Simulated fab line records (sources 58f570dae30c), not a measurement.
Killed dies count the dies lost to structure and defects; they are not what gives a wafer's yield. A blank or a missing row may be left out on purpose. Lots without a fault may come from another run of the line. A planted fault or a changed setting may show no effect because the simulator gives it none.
What tool caused it? || flow berkeley_cmos170 || 42 wafers from 14 lots sampled at 4 of the route's 331 steps

WHAT EACH GAUGE READ, for each wafer
UCB170_GATE_THK_MEAS_05. Usual: GATE_POLY_THK 214.8 nm, standard deviation 2.1.
{"lot": "L858", "measured": "day 6 13:15", "on": "film_metro-02", "GATE_POLY_THK (nm)": "212.8 214.3 212.9", "flag": ""}
{"lot": "L859", "measured": "day 6 13:15", "on": "film_metro-04", "GATE_POLY_THK (nm)": "217.4 216.9 217.5", "flag": ""}
{"lot": "L860", "measured": "day 7 13:02", "on": "film_metro-01", "GATE_POLY_THK (nm)": "213.8 214.4 213.5", "flag": ""}
{"lot": "L861", "measured": "day 7 13:02", "on": "film_metro-04", "GATE_POLY_THK (nm)": "214.3 214.1 212.4", "flag": ""}
{"lot": "L862", "measured": "day 7 17:02", "on": "film_metro-02", "GATE_POLY_THK (nm)": "211.2 212.5 211.6", "flag": ""}
{"lot": "L864", "measured": "day 8 15:49", "on": "film_metro-02", "GATE_POLY_THK (nm)": "214.6 213.4 215.4", "flag": ""}
{"lot": "L865", "measured": "day 8 15:46", "on": "film_metro-01", "GATE_POLY_THK (nm)": "211.5 214.1 211.2", "flag": ""}
{"lot": "L868", "measured": "day 8 20:23", "on": "film_metro-02", "GATE_POLY_THK (nm)": "216.4 215.9 215.7", "flag": ""}
{"lot": "L869", "measured": "day 8 20:24", "on": "film_metro-01", "GATE_POLY_THK (nm)": "217.0 214.0 215.1", "flag": ""}
{"lot": "L876", "measured": "day 10 03:39", "on": "film_metro-04", "GATE_POLY_THK (nm)": "217.2 217.9 216.7", "flag": ""}
{"lot": "L880", "measured": "day 11 06:15", "on": "film_metro-02", "GATE_POLY_THK (nm)": "218.0 216.6 216.8", "flag": ""}
{"lot": "L881", "measured": "day 11 06:17", "on": "film_metro-04", "GATE_POLY_THK (nm)": "216.0 215.5 216.8", "flag": ""}

UCB170_SDANNEAL_RS_MEAS_03: measurement is done with a four-point probe. Usual: NSD_RS 37.18 ohm/sq, standard deviation 0.11.
{"lot": "L858", "measured": "day 7 07:14", "on": "film_metro-01", "NSD_RS (ohm/sq)": "37.09 37.14 37.15", "flag": ""}
{"lot": "L859", "measured": "day 7 07:38", "on": "film_metro-04", "NSD_RS (ohm/sq)": "37.18 37.19 37.03", "flag": ""}
{"lot": "L860", "measured": "day 8 06:10", "on": "film_metro-03", "NSD_RS (ohm/sq)": "37.13 37.15 37.16", "flag": ""}
{"lot": "L861", "measured": "day 8 05:59", "on": "film_metro-01", "NSD_RS (ohm/sq)": "37.22 37.19 37.20", "flag": ""}
{"lot": "L862", "measured": "day 8 11:42", "on": "film_metro-04", "NSD_RS (ohm/sq)": "37.06 37.05 37.15", "flag": ""}
{"lot": "L864", "measured": "day 9 08:57", "on": "film_metro-01", "NSD_RS (ohm/sq)": "37.19 37.25 37.18", "flag": ""}
{"lot": "L865", "measured": "day 9 08:28", "on": "film_metro-01", "NSD_RS (ohm/sq)": "37.24 37.05 37.06", "flag": ""}
{"lot": "L868", "measured": "day 9 11:54", "on": "film_metro-04", "NSD_RS (ohm/sq)": "37.29 37.29 37.36", "flag": ""}
{"lot": "L869", "measured": "day 9 12:19", "on": "film_metro-01", "NSD_RS (ohm/sq)": "37.06 37.06 37.12", "flag": ""}
{"lot": "L876", "measured": "day 10 20:45", "on": "film_metro-01", "NSD_RS (ohm/sq)": "37.05 37.06 37.09", "flag": ""}
{"lot": "L880", "measured": "day 12 01:08", "on": "film_metro-04", "NSD_RS (ohm/sq)": "37.21 37.15 37.13", "flag": ""}
{"lot": "L881", "measured": "day 12 01:45", "on": "film_metro-01", "NSD_RS (ohm/sq)": "37.11 37.13 37.13", "flag": ""}

WHAT TOOL EACH LOT RAN ON (gives the tool, then ch and the chambers of the sampled wafers, and finally the start)
{"lot": "L858", "UCB170_SCREENOX_OXIDATION_01": "furnace-04 ch 0, day 5 16:46", "UCB170_NVT_SOFTBAKE_02": "litho_track-03 ch 0, day 6 00:09"}
{"lot": "L859", "UCB170_SCREENOX_OXIDATION_01": "furnace-04 ch 0, day 5 16:46", "UCB170_NVT_SOFTBAKE_02": "litho_track-01 ch 0, day 6 00:01"}
{"lot": "L860", "UCB170_SCREENOX_OXIDATION_01": "furnace-04 ch 0, day 6 09:49", "UCB170_NVT_SOFTBAKE_02": "litho_track-01 ch 0, day 6 17:25"}
{"lot": "L861", "UCB170_SCREENOX_OXIDATION_01": "furnace-04 ch 0, day 6 09:49", "UCB170_NVT_SOFTBAKE_02": "litho_track-04 ch 0, day 6 17:29"}
{"lot": "L862", "UCB170_SCREENOX_OXIDATION_01": "furnace-02 ch 0, day 6 17:41", "UCB170_NVT_SOFTBAKE_02": "litho_track-01 ch 0, day 7 01:02"}
{"lot": "L864", "UCB170_SCREENOX_OXIDATION_01": "furnace-01 ch 0, day 7 12:27", "UCB170_NVT_SOFTBAKE_02": "litho_track-03 ch 0, day 7 20:13"}
{"lot": "L865", "UCB170_SCREENOX_OXIDATION_01": "furnace-01 ch 0, day 7 12:27", "UCB170_NVT_SOFTBAKE_02": "litho_track-01 ch 0, day 7 20:01"}
{"lot": "L868", "UCB170_SCREENOX_OXIDATION_01": "furnace-04 ch 0, day 7 19:50", "UCB170_NVT_SOFTBAKE_02": "litho_track-03 ch 0, day 8 03:22"}
{"lot": "L869", "UCB170_SCREENOX_OXIDATION_01": "furnace-04 ch 0, day 7 19:50", "UCB170_NVT_SOFTBAKE_02": "litho_track-01 ch 0, day 8 03:25"}
{"lot": "L871", "UCB170_SCREENOX_OXIDATION_01": "furnace-04, day 8 17:53", "UCB170_NVT_SOFTBAKE_02": "-"}
{"lot": "L872", "UCB170_SCREENOX_OXIDATION_01": "furnace-04, day 8 17:53", "UCB170_NVT_SOFTBAKE_02": "-"}
{"lot": "L876", "UCB170_SCREENOX_OXIDATION_01": "furnace-04 ch 0, day 9 04:09", "UCB170_NVT_SOFTBAKE_02": "litho_track-01 ch 0, day 9 12:03"}
{"lot": "L880", "UCB170_SCREENOX_OXIDATION_01": "furnace-04 ch 0, day 10 07:09", "UCB170_NVT_SOFTBAKE_02": "litho_track-03 ch 0, day 10 13:05"}
{"lot": "L881", "UCB170_SCREENOX_OXIDATION_01": "furnace-04 ch 0, day 10 07:09", "UCB170_NVT_SOFTBAKE_02": "litho_track-04 ch 0, day 10 13:07"}
- UCB170_SCREENOX_OXIDATION_01: target thk 14.4 nm, ox time 2400 s.
- UCB170_NVT_SOFTBAKE_02: time 62.46 s.

AS READ BY THE TOOLS THEMSELVES (means over the sampled wafers that have a number; for cases with no such wafer, the mark the record gives instead)
UCB170_SCREENOX_OXIDATION_01. Usual: ox_temp_c 900.1 C, standard deviation 0.36; ox_temp_c_max 903.0, standard deviation 1.4; tube_center_temp_C_max 902.3, standard deviation 0.4.
{"lot": "L858", "tool": "furnace-04", "ox_temp_c (C)": 899.8, "ox_temp_c_max": 902.5, "tube_center_temp_C_max": 902.5, "flag": ""}
{"lot": "L859", "tool": "furnace-04", "ox_temp_c (C)": 899.8, "ox_temp_c_max": 902.0, "tube_center_temp_C_max": 902.3, "flag": ""}
{"lot": "L860", "tool": "furnace-04", "ox_temp_c (C)": 899.8, "ox_temp_c_max": 902.1, "tube_center_temp_C_max": 902.4, "flag": ""}
{"lot": "L861", "tool": "furnace-04", "ox_temp_c (C)": 900.0, "ox_temp_c_max": 902.2, "tube_center_temp_C_max": 901.7, "flag": ""}
{"lot": "L862", "tool": "furnace-02", "ox_temp_c (C)": 900.6, "ox_temp_c_max": 905.7, "tube_center_temp_C_max": 902.0, "flag": ""}
{"lot": "L864", "tool": "furnace-01", "ox_temp_c (C)": 900.2, "ox_temp_c_max": 904.6, "tube_center_temp_C_max": 902.1, "flag": ""}
{"lot": "L865", "tool": "furnace-01", "ox_temp_c (C)": 900.0, "ox_temp_c_max": 904.2, "tube_center_temp_C_max": 902.2, "flag": ""}
{"lot": "L868", "tool": "furnace-04", "ox_temp_c (C)": 900.1, "ox_temp_c_max": 902.4, "tube_center_temp_C_max": 902.2, "flag": ""}
{"lot": "L869", "tool": "furnace-04", "ox_temp_c (C)": 900.1, "ox_temp_c_max": 902.4, "tube_center_temp_C_max": 902.5, "flag": ""}
{"lot": "L871", "tool": "furnace-04", "ox_temp_c (C)": "-", "ox_temp_c_max": "-", "tube_center_temp_C_max": "-", "flag": "OFF"}
{"lot": "L872", "tool": "furnace-04", "ox_temp_c (C)": "-", "ox_temp_c_max": "-", "tube_center_temp_C_max": "-", "flag": "OFF"}
{"lot": "L876", "tool": "furnace-04", "ox_temp_c (C)": 899.9, "ox_temp_c_max": 902.1, "tube_center_temp_C_max": 902.4, "flag": ""}
{"lot": "L880", "tool": "furnace-04", "ox_temp_c (C)": 899.7, "ox_temp_c_max": 902.0, "tube_center_temp_C_max": 902.2, "flag": ""}
{"lot": "L881", "tool": "furnace-04", "ox_temp_c (C)": 899.8, "ox_temp_c_max": 902.0, "tube_center_temp_C_max": 902.9, "flag": ""}

UCB170_NVT_SOFTBAKE_02. Usual: plate_sensor_t_centre_C 131.41 C, standard deviation 0.011; plate_sensor_t_edge_C 131.53 C, standard deviation 0.01.
{"lot": "L858", "tool": "litho_track-03", "plate_sensor_t_centre_C (C)": 131.41, "plate_sensor_t_edge_C (C)": 131.53, "flag": ""}
{"lot": "L859", "tool": "litho_track-01", "plate_sensor_t_centre_C (C)": 131.42, "plate_sensor_t_edge_C (C)": 131.54, "flag": ""}
{"lot": "L860", "tool": "litho_track-01", "plate_sensor_t_centre_C (C)": 131.41, "plate_sensor_t_edge_C (C)": 131.54, "flag": ""}
{"lot": "L861", "tool": "litho_track-04", "plate_sensor_t_centre_C (C)": 131.41, "plate_sensor_t_edge_C (C)": 131.54, "flag": ""}
{"lot": "L862", "tool": "litho_track-01", "plate_sensor_t_centre_C (C)": 131.41, "plate_sensor_t_edge_C (C)": 131.54, "flag": ""}
{"lot": "L864", "tool": "litho_track-03", "plate_sensor_t_centre_C (C)": 131.42, "plate_sensor_t_edge_C (C)": 131.54, "flag": ""}
{"lot": "L865", "tool": "litho_track-01", "plate_sensor_t_centre_C (C)": 131.40, "plate_sensor_t_edge_C (C)": 131.54, "flag": ""}
{"lot": "L868", "tool": "litho_track-03", "plate_sensor_t_centre_C (C)": 131.40, "plate_sensor_t_edge_C (C)": 131.54, "flag": ""}
{"lot": "L869", "tool": "litho_track-01", "plate_sensor_t_centre_C (C)": 131.41, "plate_sensor_t_edge_C (C)": 131.54, "flag": ""}
{"lot": "L876", "tool": "litho_track-01", "plate_sensor_t_centre_C (C)": 131.42, "plate_sensor_t_edge_C (C)": 131.52, "flag": ""}
{"lot": "L880", "tool": "litho_track-03", "plate_sensor_t_centre_C (C)": 131.41, "plate_sensor_t_edge_C (C)": 131.53, "flag": ""}
{"lot": "L881", "tool": "litho_track-04", "plate_sensor_t_centre_C (C)": 131.41, "plate_sensor_t_edge_C (C)": 131.54, "flag": ""}

THE ANSWER, worked out from the rows above alone
Rule: lot off if the mean of its wafers having a number is beyond 3 standard deviations from the usual mean. Also off: a lot with no number at a reading for which 4 or more lots have one. Where the step has rows for the other lots, those lots are counted as sound. Order of review: gauges by route order, followed by the tools' own readings, for which a lot's mean as printed above is used. The first step at which some lot is off is used, and at that step the reading that is off furthest; a lot without a number counts as furthest.
Off, at UCB170_SCREENOX_OXIDATION_01 on ox_temp_c: L871, L872. Without a number there: L871, L872.
A tool fits if, at that step or a process step before it, it ran every lot that is off, and no sound lot after the first of them. Of those tried, none fits.

WHAT WAS PUT IN BY THE SIMULATOR
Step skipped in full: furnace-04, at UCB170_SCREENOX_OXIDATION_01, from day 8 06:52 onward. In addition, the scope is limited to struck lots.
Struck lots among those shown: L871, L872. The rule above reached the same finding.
